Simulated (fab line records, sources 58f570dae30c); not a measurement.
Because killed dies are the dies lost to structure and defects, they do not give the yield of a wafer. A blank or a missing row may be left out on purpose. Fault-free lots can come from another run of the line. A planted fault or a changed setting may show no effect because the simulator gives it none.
2 desks looking at one fault ; flow berkeleyCmos170 ; each desk holds nothing but its own numbers, with what lay behind them at the end

## AT THE TOOL OWNER'S DESK: rieDiel-02
The tool's own readings at UCB170_SPACER_ETCHBACK_03 (etches SiO2 in CHF3/CF4/Ar, stops on Si, target depth 376 nm, time 100 s): means of the sampled wafers that have a number, for each lot that ran on this tool. Marked OUT: a lot whose mean sits more than 4 standard deviations from the usual mean, which makes it out of limits; the brackets give that distance.
Columns: A = CHF3_flow_sccm at UCB170_SPACER_ETCHBACK_03, usual 49.99 sccm; B = drypumpMotorCurrentA at UCB170_SPACER_ETCHBACK_03, usual 5.9 A; C = oesProductAu at UCB170_SPACER_ETCHBACK_03, usual 0.908 a.u.; D = throttleValvePct at UCB170_SPACER_ETCHBACK_03, usual 6.47 %
lot;first seen here;A;B;C;D
L838;day 8 09:04;49.91;6.2;0.915;6.46
L840;day 8 22:52;50.02;6.1;0.924;6.47
L842;day 9 11:14;50.04;5.4;0.910;6.49
L845;day 10 01:13;49.99;6.4;0.920;6.45
L850;day 10 18:02;49.98;5.2;0.897;6.49
This desk found nothing out of limits on any of the 5 lots.

## AT THE METROLOGY DESK
Lot by lot, what the gauges showed, no matter which tool ran the lot: averages of those sampled wafers that carry a number. Marked OUT: a lot whose mean sits more than 4 standard deviations from the usual mean, which makes it out of limits; the brackets give that distance.
Columns: A = V2_POLISHED_THK at UCB170_V2_THK_MEAS_04, usual 1000.0 nm; B = M3_OVL at UCB170_M3_OVL_MEAS_16, usual -3 nm
lot;first seen here;A;B
L838;day 9 11:38;998.9;-8
L839;day 9 22:59;999.5;1
L840;day 10 01:26;999.7;1
L842;day 10 13:56;999.2;-3
L843;day 10 14:42;998.7;-4
L847;day 11 05:04;1000.6;8
L845;day 11 05:16;1000.2;9
L849;day 11 20:48;1000.5;-1
L850;day 12 03:06;998.7;-7
L856;day 12 20:05;999.7;-6
L857;day 12 21:20;999.8;-6
L858;day 13 08:52;1001.0;-5
L860;day 13 20:43;1000.0;-1
This desk found nothing out of limits on any of the 13 lots.

## ALL TOGETHER
The tool owner's desk saw nothing out of limits.
Nothing out of limits was seen by the metrology desk.

## WHAT THE SIMULATOR HAD INSERTED
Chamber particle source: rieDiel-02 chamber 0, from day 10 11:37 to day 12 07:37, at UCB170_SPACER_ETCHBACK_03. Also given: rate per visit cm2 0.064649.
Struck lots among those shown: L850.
